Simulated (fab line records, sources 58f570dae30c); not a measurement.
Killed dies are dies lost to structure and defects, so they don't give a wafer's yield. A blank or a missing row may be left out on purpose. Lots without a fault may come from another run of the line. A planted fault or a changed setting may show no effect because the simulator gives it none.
A struck lot beside a sound one | flow berkeley_cmos170 | 27 steps out of a route of 331
Sound: wafers L367.1, L367.3, L367.5. Struck: wafer L383.1. (L383.3, L383.5 of the same lot were not struck and are left out.) The cause comes at the end.
At each step with rows: each side's tool, then ch and its chambers, then its first start. Under that, the readings that differ: sound wafers | struck wafers | difference of the means | sigmas: that difference in standard deviations of wafers without a fault.
alike: readings whose means differ by less than 2 such deviations, and words and numbers that are the same on both sides. not compared: withheld readings, readings that some wafer has no value for, bounds like >300 that may hide the same value, and numbers for which the record gives no deviation and whose values overlap.
The two part at a step that has a row with sigmas, a row that says differs or no value, or rows on one side only. Numbers that don't overlap but have no deviation are shown without sigmas and don't part them. A reading that every wafer of one side lacks parts them only if that side has two wafers or more.

first, 5 steps without rows for these wafers: UCB170_CONTACT_COAT_10 (resist thk 900 nm); UCB170_CONTACT_SOFTBAKE_11 (time 60 s); UCB170_CONTACT_EXPOSE_12 (exposes mask CONT, target cd 700 nm); UCB170_CONTACT_PEB_13; UCB170_CONTACT_DEVELOP_14 (develop time 45 s).
UCB170_CONTACT_CD_MEAS_15: target cd 700 nm.
  sound on cd_sem-02, day 8 01:23; struck on cd_sem-02, day 11 09:14
  alike: cd_nm
UCB170_CONTACT_OVL_MEAS_16:
  sound on overlay-02, day 8 01:30; struck on overlay-01, day 11 09:21
  reading          | sound    | struck | difference | sigmas
  CONTACT_OVL (nm) | -3 -2 -4 | 11     | +14        | +3
UCB170_CONTACT_ETCH_17: etches BARC in N2/H2.
  sound on rie_diel-01 ch 0,1,3, day 8 01:32; struck on rie_diel-04 ch 3, day 11 09:23
  alike: drypump_motor_current_A, n2_flow_sccm, oes_product_au, rf_fwd_power_W, throttle_valve_pct
UCB170_CONTACT_ETCH_18: etches PSG in CHF3/CF4/Ar, stops on TiSi2, target depth 840 nm, time 195 s.
  sound on rie_diel-01 ch 0,1,3; struck on rie_diel-04 ch 3
  reading                | sound          | struck | difference | sigmas
  throttle_valve_pct (%) | 6.97 6.98 6.76 | 7.16   | +0.26      | +2
  alike: CHF3_flow_sccm, drypump_motor_current_A, mfc_ar_sccm, oes_product_au, rf_fwd_power_W
  not compared: rf_hours_counter_h
UCB170_CONTACT_STRIP_19: strips in O2.
  sound on plasma_asher-02 ch 0,1, day 8 01:43; struck on plasma_asher-02 ch 0, day 11 09:33
  alike: drypump_motor_current_A, oes_product_au
  not compared: rf_hours_counter_h
UCB170_CONTACT_CD_MEAS_90: target cd 700 nm.
  sound on cd_sem-02, day 8 01:59; struck on cd_sem-01, day 11 09:39
  alike: cd_nm
then, 1 step without rows for these wafers: UCB170_CONTACT_CLEAN_20 (cleans in SPM, time 600 s).
UCB170_M1_SPUTTER_00: material Al, target thk 600 nm, time 80 s.
  sound on pvd_sputter-03, day 8 02:17; struck on pvd_sputter-03, day 11 09:57
  reading                               | sound             | struck | difference | sigmas
  model.Al_of_M1_SPUTTER_00.thk_nm (nm) | 592.8 603.3 596.6 | 522.8  | -74.8      |
  alike: throttle_valve_pct
UCB170_M1_RS_MEAS_01: measures by four-point-probe.
  sound on film_metro-02, day 8 02:20; struck on film_metro-04, day 11 10:01
  reading           | sound                | struck | difference | sigmas
  M1_AL_RS (ohm/sq) | 0.0491 0.0483 0.0488 | 0.0558 | +0.0071    | +14
UCB170_M1_THK_MEAS_02: measures by xrf.
  sound on film_metro-02, day 8 02:28; struck on film_metro-04, day 11 10:08
  reading        | sound       | struck | difference | sigmas
  M1_AL_THK (nm) | 595 602 600 | 518    | -81        | -12
then, 6 steps without rows for these wafers: UCB170_M1_COAT_03; UCB170_M1_COAT_04 (resist thk 900 nm); UCB170_M1_SOFTBAKE_05 (time 60 s); UCB170_M1_EXPOSE_06 (exposes mask METAL1, target cd 700 nm); UCB170_M1_PEB_07; UCB170_M1_DEVELOP_08 (develop time 45 s).
UCB170_M1_CD_MEAS_09: target cd 700 nm.
  sound on cd_sem-02, day 8 03:24; struck on cd_sem-01, day 11 11:42
  alike: cd_nm
UCB170_M1_OVL_MEAS_10:
  sound on overlay-01, day 8 03:31; struck on overlay-02, day 11 11:49
  alike: M1_OVL
UCB170_M1_ETCH_11: etches BARC in N2/H2.
  sound on rie_diel-04 ch 0,2,3, day 8 03:33; struck on rie_diel-01 ch 2, day 11 11:52
  reading               | sound               | struck | difference | sigmas
  n2_flow_sccm (sccm)   | 99.92 100.15 100.43 | 99.40  | -0.77      | -3
  oes_product_au (a.u.) | 0.996 0.995 1.024   | 0.958  | -0.047     | -2
  alike: drypump_motor_current_A, rf_fwd_power_W, throttle_valve_pct
UCB170_M1_METAL_ETCH_12: etches Al in Cl2/BCl3, stops on PSG, target depth 780 nm, time 130 s.
  sound on rie_metal-04 ch 1, day 8 03:35; struck on rie_metal-04 ch 0, day 11 11:54
  reading               | sound             | struck | difference | sigmas
  oes_product_au (a.u.) | 0.839 0.842 0.836 | 0.769  | -0.070     | -5
  alike: drypump_motor_current_A, rf_fwd_power_W, throttle_valve_pct
  not compared: rf_hours_counter_h
UCB170_M1_STRIP_13: strips in O2.
  sound on plasma_asher-04 ch 1, day 8 03:52; struck on plasma_asher-04 ch 1, day 11 12:02
  reading               | sound             | struck | difference | sigmas
  oes_product_au (a.u.) | 0.717 0.723 0.723 | 0.731  | +0.010     | +2
  alike: drypump_motor_current_A
  not compared: rf_hours_counter_h
UCB170_M3_PROBE_99:
  sound on prober-02, day 8 19:35; struck on prober-02, day 12 00:23
  reading                  | sound                   | struck  | difference | sigmas
  model.etest.m1.rs_ohm_sq | 0.04881 0.04863 0.04821 | 0.05541 | +0.00686   |

WHERE THEY PART
First at UCB170_CONTACT_OVL_MEAS_16; last, within this record, at UCB170_M1_STRIP_13.

WHY: what the simulator had put in
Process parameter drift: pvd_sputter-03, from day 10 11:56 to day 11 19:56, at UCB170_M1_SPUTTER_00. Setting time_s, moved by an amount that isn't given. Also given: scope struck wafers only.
